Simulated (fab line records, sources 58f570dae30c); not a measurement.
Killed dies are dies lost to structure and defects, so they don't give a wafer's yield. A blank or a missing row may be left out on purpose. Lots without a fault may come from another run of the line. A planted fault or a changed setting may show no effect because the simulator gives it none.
fab line records | flow berkeley_cmos170
record lots=14 wafers=42 last_day=12
route steps=331 shown NWELL@29 CONTACT@224 V2@293
lots that met no fault: from a run of the same line without faults
start_h: hours from the record's first day to the start of the lot's first wafer shown | wait_h: hours since the lot's step before | " the same as in the row above | L1.1+2: a row that stands for several wafers | - no value, or no start given | * or withheld: withheld | < > ~ a bound
route shown NAME@n: a module of which the file shows steps, and the number in the route of the first | usual: mean/standard deviation of fault-free wafers | same: alike in all rows | chamber/n: place in a boat | sites: the reading at each site | _std_site: their standard deviation | _edge_site: outer sites' mean less inner sites' | radius_mm: how far each site lies from the wafer's centre | mask NAME#n: copy n | behind: the tool/chamber that last shaped the wafer | hold: why the lot was held/for how many hours/how that ended | device: the transistor (n, p or np) that didn't switch | end of line: the same wafers' tests at the end of the route | a step without rows: its recipe alone | killed: dies lost to structure and defects at the first sort, not the wafer's yield | map: a wafer's dies, x killed, . not, _ none there
set.NAME: the setting as run; set.NAME@STEP: as run at that earlier step | model.NAME: the simulator's own value behind a step, which no gauge read
steps of the route over a sample of lots; a table a step, a row a wafer
services: from which hour (start_h, from the record's first day; less than 0 if before it) a tool's chamber was out of use, for how many hours, and why
## steps
# step UCB170_NWELL_STRIP_15
# recipe chemistry=O2 power_w=400 pressure_mtorr=3500 platen_temp_c=withheld o2_flow_sccm=400 overash_fraction=0.5
# usual drypump_motor_current_A=5.90/0.22 oes_product_au=0.721/0.0044 strip_time_to_endpoint_s=17.97/0.078
# columns lot.wafer tool chamber start_h wait_h drypump_motor_current_A oes_product_au rf_hours_counter_h strip_time_to_endpoint_s
L490.1 plasma_asher-04 1 32.09 0.1 5.72 0.724 31 18.08
L490.3 " 0 " " 5.82 0.729 - 18.00
L490.6 " 0 " " 5.80 0.718 - 17.97
L492.1 plasma_asher-04 1 41.02 0.1 5.75 0.714 32 17.94
L492.4 " 1 " " 5.74 0.720 - 18.00
L492.6 " 1 " " 5.73 0.717 - 17.96
L491.2 plasma_asher-01 0 41.08 0.1 6.23 0.728 30 18.09
L491.4 " 0 " " 6.24 0.721 - 18.05
L491.6 " 0 " " 6.23 0.720 - 18.15
L493.2 plasma_asher-02 0 48.06 0.1 6.08 0.715 28 18.01
L493.4 " 0 " " 6.03 0.720 - 17.93
L493.5 " 0 " " 6.07 0.719 - 17.95
L495.3 plasma_asher-04 0 57.56 0.1 5.81 0.716 - 17.89
L495.5 " 0 " " 5.80 0.722 - 17.85
L495.6 " 1 " " 5.74 0.720 - 17.95
L496.1 plasma_asher-02 1 69.50 0.1 6.29 0.727 30 18.03
L496.4 " 1 " " 6.27 0.723 - 17.97
L496.6 " 0 " " 6.06 0.715 - 18.00
L497.1 plasma_asher-04 0 69.55 0.1 5.79 0.719 36 17.75
L497.3 " 1 " " 5.74 0.725 - 17.84
L497.4 " 0 " " 5.82 0.723 - 17.76
L498.1 plasma_asher-04 1 74.84 0.1 5.75 0.721 37 17.94
L498.2 " 0 " " 5.79 0.716 37 17.92
L498.5 " 0 " " 5.82 0.717 - 17.90
L500.1 plasma_asher-04 1 84.30 0.1 5.74 0.725 38 17.96
L500.4 " 0 " " 5.82 0.720 - 18.01
L500.6 " 0 " " 5.83 0.725 - 17.88
L501.1 plasma_asher-04 1 95.11 0.1 5.75 0.722 39 17.95
L501.5 " 1 " " 5.75 0.719 - 17.92
L501.6 " 0 " " 5.81 0.721 - 17.76
L507.3 plasma_asher-04 1 127.87 0.1 5.74 0.716 - 18.08
L507.4 " 0 " " 5.78 0.714 - 18.05
L507.6 " 1 " " 5.72 0.720 - 17.98
L508.3 plasma_asher-01 1 128.14 0.1 5.67 0.730 - 17.89
L508.4 " 0 " " 6.24 0.718 - 17.94
L508.5 " 0 " " 6.25 0.721 - 17.87
L510.1 plasma_asher-02 0 142.22 0.1 6.09 0.713 39 17.84
L510.4 " 0 " " 6.11 0.719 - 17.92
L510.5 " 0 " " 6.08 0.728 - 17.83
L513.2 plasma_asher-04 0 153.72 0.1 5.83 0.724 46 18.05
L513.5 " 0 " " 5.80 0.719 - 17.95
L513.6 " 1 " " 5.73 0.717 - 18.02
# step UCB170_CONTACT_RTA_08
# recipe temp_c=900 time_s=10 ambient=N2
# usual anneal_temp_c_max=905.6/2.4 chamber_o2_ppm=2.002/0.021 lamp_power_pct=25.3/0.59 wafer_temp_C_max=904.3/1
# columns lot.wafer tool chamber start_h wait_h anneal_temp_c_max chamber_o2_ppm lamp_power_pct wafer_temp_C_max
L490.1 rtp_anneal-01 0 167.85 0.0 902.9 2.026 24.7 903.8
L490.3 " 0 " " 903.2 2.034 24.7 904.6
L490.6 " 0 " " 902.9 2.036 24.7 905.9
L492.1 rtp_anneal-02 0 178.30 0.0 907.5 2.009 25.9 904.5
L492.4 " 0 " " 906.0 1.979 25.9 903.2
L492.6 " 0 " " 906.5 1.992 25.9 903.4
L491.2 rtp_anneal-01 0 178.94 0.0 903.4 1.999 24.7 904.8
L491.4 " 0 " " 903.3 1.994 24.7 905.5
L491.6 " 0 " " 903.9 2.030 24.7 904.6
L493.2 rtp_anneal-02 0 191.04 0.0 907.6 1.999 25.9 903.7
L493.4 " 0 " " 908.7 2.012 25.9 903.7
L493.5 " 0 " " 908.4 1.987 25.9 903.2
L495.3 rtp_anneal-02 0 193.43 0.0 910.5 1.993 25.9 903.2
L495.5 " 0 " " 906.8 1.978 25.9 903.4
L495.6 " 0 " " 906.3 1.970 25.9 904.3
L496.1 rtp_anneal-01 0 204.78 0.0 903.3 2.006 24.7 904.1
L496.4 " 0 " " 902.8 2.041 24.7 903.9
L496.6 " 0 " " 902.8 2.014 24.7 904.4
L497.1 rtp_anneal-02 - 205.40 0.0 - - - -
L497.3 " - " " - - - -
L497.4 " - " " - - - -
L500.1 rtp_anneal-01 - 215.54 0.0 - - - -
L500.4 " - " " - - - -
L500.6 " - " " - - - -
L498.1 rtp_anneal-01 0 217.21 0.0 903.3 2.008 24.7 904.9
L498.2 " 0 " " 903.8 2.004 24.7 904.5
L498.5 " 0 " " 903.4 1.980 24.7 905.7
L501.1 rtp_anneal-01 0 232.11 0.0 904.3 1.997 24.7 903.3
L501.5 " 0 " " 903.5 2.006 24.7 903.2
L501.6 " 0 " " 902.5 1.993 24.7 904.2
L508.3 rtp_anneal-02 0 260.24 0.0 909.1 2.013 25.9 902.9
L508.4 " 0 " " 906.6 2.008 25.8 904.4
L508.5 " 0 " " 907.0 2.036 25.9 904.4
L507.3 rtp_anneal-01 0 260.36 0.0 903.1 2.031 24.8 904.2
L507.4 " 0 " " 902.8 2.002 24.7 905.8
L507.6 " 0 " " 902.7 1.993 24.7 904.8
L510.1 rtp_anneal-02 0 261.69 0.0 907.3 1.989 25.9 902.8
L510.4 " 0 " " 908.6 2.006 25.9 903.5
L510.5 " 0 " " 908.1 1.969 25.9 903.7
L513.2 rtp_anneal-01 0 278.45 0.0 903.5 2.014 24.7 904.2
L513.5 " 0 " " 902.3 1.987 24.7 904.1
L513.6 " 0 " " 902.4 2.004 24.7 903.9
# step UCB170_V2_THK_MEAS_01
# recipe reads=SiO2_of_V2_CVD_00
# usual V2_TEOS_THK=2005/32
# columns lot.wafer tool chamber start_h wait_h V2_TEOS_THK[nm]
L490.1 film_metro-03 - 181.87 0.1 2013
L490.3 " - " " 1986
L490.6 " - " " 2068
L492.1 film_metro-04 - 190.21 0.1 1978
L492.4 " - " " 2049
L492.6 " - " " 2024
L491.2 film_metro-03 - 190.83 0.1 1965
L491.4 " - " " 2033
L491.6 " - " " 1992
L493.2 film_metro-04 - 202.88 0.1 2017
L493.4 " - " " 2011
L493.5 " - " " 2026
L495.3 film_metro-04 - 205.25 0.1 2004
L495.5 " - " " 2058
L495.6 " - " " 2050
L496.1 film_metro-02 - 217.72 0.1 1957
L496.4 " - " " 2071
L496.6 " - " " 2005
L498.1 film_metro-04 - 229.29 0.1 2008
L498.2 " - " " 2001
L498.5 " - " " 2010
L501.1 film_metro-02 - 244.45 0.1 1962
L501.5 " - " " 2024
L501.6 " - " " 2018
L508.3 film_metro-04 - 274.42 0.1 2032
L508.4 " - " " 2037
L508.5 " - " " 2014
L510.1 film_metro-03 - 274.64 0.1 2003
L510.4 " - " " 2028
L510.5 " - " " 2033
L507.3 film_metro-02 - 274.70 0.1 1964
L507.4 " - " " 1974
L507.6 " - " " 2019
L513.2 film_metro-02 - 290.74 0.1 2008
L513.5 " - " " 2057
L513.6 " - " " 2012
# step UCB170_V2_CD_MEAS_12
# recipe target_cd_nm=700
# usual cd_nm=700.2/1.5
# columns lot.wafer tool chamber start_h wait_h cd_nm
L490.1 cd_sem-02 - 183.60 - 699.2
L490.3 " - " " 700.5
L490.6 " - " " 698.5
L492.1 cd_sem-01 - 192.33 - 698.5
L492.4 " - " " 698.3
L492.6 " - " " 697.8
L491.2 cd_sem-02 - 192.46 - 700.7
L491.4 " - " " 701.4
L491.6 " - " " 701.0
L493.2 cd_sem-01 - 204.46 - 698.8
L493.4 " - " " 699.4
L493.5 " - " " 700.6
L495.3 cd_sem-01 - 206.89 - 701.1
L495.5 " - " " 700.2
L495.6 " - " " 700.7
L496.1 cd_sem-02 - 219.40 - 699.8
L496.4 " - " " 698.5
L496.6 " - " " 698.8
L498.1 cd_sem-02 - 231.33 - 699.1
L498.2 " - " " 697.5
L498.5 " - " " 700.8
L501.1 cd_sem-02 - 246.16 - 698.5
L501.5 " - " " 698.1
L501.6 " - " " 698.7
L508.3 cd_sem-02 - 276.12 - 702.3
L508.4 " - " " 701.4
L508.5 " - " " 701.3
L510.1 cd_sem-02 - 276.29 - 702.8
L510.4 " - " " 702.2
L510.5 " - " " 701.4
L507.3 cd_sem-01 - 276.45 - 701.7
L507.4 " - " " 701.7
L507.6 " - " " 703.4
L513.2 cd_sem-02 - 293.36 - 700.7
L513.5 " - " " 701.1
L513.6 " - " " 700.9
## services
# columns tool chamber start_h hours kind
plasma_asher-04 - 16.44 2.8 pm
plasma_asher-04 - 21.31 2.0 repair
plasma_asher-02 - 54.01 2.0 repair
plasma_asher-01 - 54.69 5.8 repair
plasma_asher-01 - 108.83 9.0 pm
plasma_asher-01 0 108.83 9.0 vent_cycle
plasma_asher-01 1 108.83 9.0 vent_cycle
plasma_asher-01 0 117.83 - clean
plasma_asher-01 1 117.83 - clean
rtp_anneal-01 - 122.14 3.2 pm
plasma_asher-04 - 136.13 3.3 repair
plasma_asher-01 - 137.47 6.2 repair
rtp_anneal-01 - 193.74 9.3 pm
plasma_asher-01 - 206.34 3.1 repair
## key
first_sign step=UCB170_CONTACT_RTA_08 reading=tool_record direction=missing
effect none on later readings
met_at UCB170_CONTACT_RTA_08
struck_lots L497,L500
later_rows_left_out L497.1,L497.3,L497.4,L500.1,L500.4,L500.6
sort_left_out L497.1,L497.3,L497.4,L500.1,L500.4,L500.6
tester_left_out L497,L500
not_acting_at UCB170_NWELL_STRIP_15,UCB170_V2_THK_MEAS_01,UCB170_V2_CD_MEAS_12
onset_between 204.78 205.40
fault kind=skipped_step_whole tool=rtp_anneal-01,rtp_anneal-02 chamber=- onset_h=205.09 steps=UCB170_CONTACT_RTA_08 scope=struck_lots_only
# tester_left_out: of these lots the tester's yield and bins aren't shown, on N5 and GAA mostly nor the transistor test; their killed dies are dies lost to structure and defects alone, not to doping, threshold or leakage, so they don't give the yield
# sort_left_out: the simulated sort isn't trusted on such a fault, so these wafers' sort isn't shown, and their yield isn't known
# later_rows_left_out: the simulator's readings of these wafers behind a module that went badly wrong aren't trusted and aren't shown, but for the sort
